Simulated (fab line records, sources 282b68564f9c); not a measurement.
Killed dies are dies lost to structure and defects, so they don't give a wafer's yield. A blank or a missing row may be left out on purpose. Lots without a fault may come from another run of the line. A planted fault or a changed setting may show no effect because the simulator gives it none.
fab line records | flow rit_cmos
record lots=14 wafers=42 last_day=7
route steps=202 shown PSD@151 M1@202
lots that met no fault: from a run of the same line without faults
start_h: hours from the record's first day to the start of the lot's first wafer shown | wait_h: hours since the lot's step before | " the same as in the row above | L1.1+2: a row that stands for several wafers | - no value, or no start given | * or withheld: withheld | < > ~ a bound
route shown NAME@n: a module of which the file shows steps, and the number in the route of the first | usual: mean/standard deviation of fault-free wafers | same: alike in all rows | chamber/n: place in a boat | sites: the reading at each site | _std_site: their standard deviation | _edge_site: outer sites' mean less inner sites' | radius_mm: how far each site lies from the wafer's centre | mask NAME#n: copy n | behind: the tool/chamber that last shaped the wafer | hold: why the lot was held/for how many hours/how that ended | device: the transistor (n, p or np) that didn't switch | end of line: the same wafers' tests at the end of the route | a step without rows: its recipe alone | killed: dies lost to structure and defects at the first sort, not the wafer's yield | map: a wafer's dies, x killed, . not, _ none there
set.NAME: the setting as run; set.NAME@STEP: as run at that earlier step | model.NAME: the simulator's own value behind a step, which no gauge read
steps of the route over a sample of lots; a table a step, a row a wafer
services: from which hour (start_h, from the record's first day; less than 0 if before it) a tool's chamber was out of use, for how many hours, and why
## steps
# step RIT_PSD_STRIP_09
# recipe chemistry=O2 time_s=180 resist=NOVOLAK platen_temp_c=withheld power_w=500 pressure_mtorr=4000 o2_flow_sccm=4000
# usual chamber_pressure_mTorr=4000/3.8 drypump_motor_current_A=5.5/0.46
# columns lot.wafer tool chamber start_h wait_h chamber_pressure_mTorr drypump_motor_current_A rf_hours_counter_h
L998.1 plasma_asher-01 1 53.16 0.1 4004 5.1 44
L998.3 " 0 " " 3998 6.1 -
L998.6 " 1 " " 4004 5.1 -
L100.1 plasma_asher-01 0 65.12 0.1 3999 6.1 45
L100.5 " 1 " " 4006 5.1 -
L100.6 " 0 " " 4000 6.1 -
L103.1 plasma_asher-01 0 75.89 0.1 4001 6.1 47
L103.4 " 0 " " 3992 6.1 -
L103.5 " 0 " " 3997 6.2 -
L104.1 plasma_asher-03 1 80.14 0.1 4000 5.4 24
L104.5 " 1 " " 4002 5.4 -
L104.6 " 0 " " 4003 5.2 -
L111.4 plasma_asher-03 1 117.56 0.1 - - -
L111.5 " 0 " " - - -
L111.6 " 1 " " - - -
L112.4 plasma_asher-02 0 123.88 0.1 - - -
L112.5 " 0 " " - - -
L112.6 " 1 " " - - -
L114.1 plasma_asher-02 1 132.69 0.1 3991 5.2 2
L114.4 " 0 " " 3999 6.2 -
L114.6 " 1 " " 3998 5.2 -
L115.1 plasma_asher-02 0 135.85 0.1 4001 6.2 2
L115.2 " 1 " " 4002 5.2 2
L115.5 " 0 " " 4006 6.2 -
L116.2 plasma_asher-01 1 144.52 0.1 4000 5.1 54
L116.5 " 1 " " 4003 5.1 -
L116.6 " 0 " " 4002 6.1 -
L117.4 plasma_asher-01 0 146.35 0.1 3997 6.1 -
L117.5 " 1 " " 4004 5.1 -
L117.6 " 0 " " 4003 6.1 -
L118.1 plasma_asher-01 1 154.00 0.1 4000 5.1 55
L118.3 " 0 " " 3999 6.1 -
L118.6 " 0 " " 3996 6.2 -
L119.1 plasma_asher-03 0 155.59 0.1 4006 5.2 32
L119.4 " 1 " " 3997 5.4 -
L119.6 " 1 " " 4000 5.4 -
L120.4 plasma_asher-01 0 165.60 0.1 4003 6.2 -
L120.5 " 1 " " 4000 5.1 -
L120.6 " 0 " " 4002 6.2 -
L121.2 plasma_asher-02 0 170.04 0.1 4001 6.2 6
L121.3 " 1 " " 3991 5.3 -
L121.6 " 0 " " 4000 6.2 -
# step RIT_M1_PROBE_99
# usual killed_at_contacts=0.1/0.32 killed_at_front_end=7/3 killed_dies=7/3.1 killed_on_rim=1.9/1.5 killed_open=3.3/1.8 killed_short=3.6/2
# same gross_dies=264 killed_at_M0_to_M3=0 killed_at_M4_up=0 killed_at_back_side=0 killed_at_other=0
# columns lot.wafer tool chamber start_h wait_h killed_at_contacts killed_at_front_end killed_dies killed_on_rim killed_open killed_short
L111.4 prober-02 - 125.72 0.2 0 264 264 70 3 3
L111.5 prober-02 - 125.77 0.2 2 262 264 70 7 5
L111.6 prober-02 - 125.82 0.2 0 264 264 70 3 9
L112.4 prober-01 - 132.22 0.2 0 264 264 70 2 3
L112.5 prober-01 - 132.27 0.2 0 264 264 70 2 2
L112.6 prober-01 - 132.32 0.2 0 264 264 70 1 5
L115.1 prober-02 - 144.08 0.1 0 12 12 4 6 6
L115.2 prober-02 - 144.13 0.1 0 10 10 2 6 4
L115.5 prober-02 - 144.28 0.2 0 11 11 2 5 6
L119.1 prober-02 - 163.87 0.1 2 5 7 0 3 3
L119.4 prober-02 - 164.02 0.2 0 8 8 1 3 5
L119.6 prober-02 - 164.12 0.2 0 8 8 2 3 5
L121.2 prober-02 - 178.62 0.1 0 7 7 0 2 5
L121.3 prober-02 - 178.67 0.2 0 10 10 6 5 5
L121.6 prober-02 - 178.82 0.2 0 12 12 1 5 7
# killed by level:class
L111.4 SDANNEAL:area_rta=258 FOX1:geometric_particle:open=3 FOX1:geometric_particle:short=2 SILICIDE:geometric_particle:short=1
L111.5 SDANNEAL:area_rta=252 GATE:geometric_particle:open=2 SILICIDE:geometric_particle:open=2 CONTACT:geometric_particle:short=2 FOX1:geometric_particle:open=1 FOX1:geometric_particle:short=1 FOX2:geometric_particle:open=1 SPACER:geometric_particle:open=1
L111.6 SDANNEAL:area_rta=252 SILICIDE:geometric_particle:short=4 GATE:geometric_particle:open=2 FOX1:geometric_particle:open=1 FOX1:geometric_particle:short=1 FOX2:geometric_particle:short=1 GATE:geometric_particle:short=1 REOX:geometric_particle:short=1
L112.4 SDANNEAL:area_rta=259 GATE:geometric_particle:short=3 GATE:geometric_particle:open=2
L112.5 SDANNEAL:area_rta=260 FOX1:geometric_particle:short=1 FOX2:geometric_particle:open=1 GATE:geometric_particle:open=1 GATE:geometric_particle:short=1
L112.6 SDANNEAL:area_rta=258 FOX1:geometric_particle:short=2 FOX2:geometric_particle:open=1 FOX2:geometric_particle:short=1 GATE:geometric_particle:short=1 REOX:geometric_particle:short=1
L115.1 SILICIDE:geometric_particle:open=3 FOX1:geometric_particle:short=2 FOX2:geometric_particle:short=2 SILICIDE:geometric_particle:short=2 SPACER:geometric_particle:open=1 FOX1:geometric_particle:open=1 FOX2:geometric_particle:open=1
L115.2 SPACER:geometric_particle:open=3 GATE:geometric_particle:short=2 SILICIDE:geometric_particle:short=2 FOX2:geometric_particle:open=1 GATE:geometric_particle:open=1 REOX:geometric_particle:open=1
L115.5 FOX1:geometric_particle:short=2 GATE:geometric_particle:open=2 SPACER:geometric_particle:open=2 FOX2:geometric_particle:open=1 GATE:geometric_particle:short=1 REOX:geometric_particle:short=1 SPACER:geometric_particle:short=1 SILICIDE:geometric_particle:short=1
L119.1 GATE:geometric_particle:open=2 FOX1:geometric_particle:short=1 SPACER:geometric_particle:open=1 SILICIDE:geometric_particle:short=1 CONTACT:geometric_particle:short=1 CONTACT:coat_microbubble_printed=1
L119.4 GATE:geometric_particle:short=3 FOX1:geometric_particle:short=2 FOX1:geometric_particle:open=1 GATE:geometric_particle:open=1 REOX:geometric_particle:open=1
L119.6 GATE:geometric_particle:short=3 FOX1:geometric_particle:short=1 GATE:geometric_particle:open=1 REOX:geometric_particle:open=1 SPACER:geometric_particle:short=1 SILICIDE:geometric_particle:open=1
L121.2 GATE:geometric_particle:short=4 SPACER:geometric_particle:open=1 SILICIDE:geometric_particle:short=1 SILICIDE:geometric_particle:open=1
L121.3 GATE:geometric_particle:open=4 FOX1:geometric_particle:short=2 GATE:geometric_particle:short=2 REOX:geometric_particle:short=1 REOX:geometric_particle:open=1
L121.6 FOX1:geometric_particle:short=4 GATE:geometric_particle:open=2 FOX1:geometric_particle:open=1 FOX2:geometric_particle:short=1 GATE:geometric_particle:short=1 REOX:geometric_particle:open=1 SPACER:geometric_particle:short=1 SILICIDE:geometric_particle:open=1
## services
# columns tool chamber start_h hours kind
plasma_asher-03 - 107.98 6.8 repair
plasma_asher-02 - 108.75 9.0 pm
plasma_asher-02 0 108.75 9.0 vent_cycle
plasma_asher-02 1 108.75 9.0 vent_cycle
plasma_asher-02 0 117.75 - clean
plasma_asher-02 1 117.75 - clean
## key
first_sign step=RIT_PSD_STRIP_09 reading=tool_record direction=missing
effect step=RIT_M1_PROBE_99 reading=killed_at_front_end direction=up sigmas=84 usual=7 struck=264
more_kills_born_at RIT_SDANNEAL_RTA_03@rtp_anneal-02=777 RIT_SDANNEAL_RTA_03@rtp_anneal-01=762
met_at RIT_PSD_STRIP_09
struck_lots L111,L112
later_rows_left_out L111.4,L111.5,L111.6,L112.4,L112.5,L112.6
tester_left_out L111,L112
onset_between 80.14 117.56
fault kind=skipped_step_whole tool=plasma_asher-02,plasma_asher-03 chamber=- onset_h=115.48 steps=RIT_PSD_STRIP_09 scope=struck_lots_only
# tester_left_out: of these lots the tester's yield and bins aren't shown, on N5 and GAA mostly nor the transistor test; their killed dies are dies lost to structure and defects alone, not to doping, threshold or leakage, so they don't give the yield
# later_rows_left_out: the simulator's readings of these wafers behind a module that went badly wrong aren't trusted and aren't shown, but for the sort
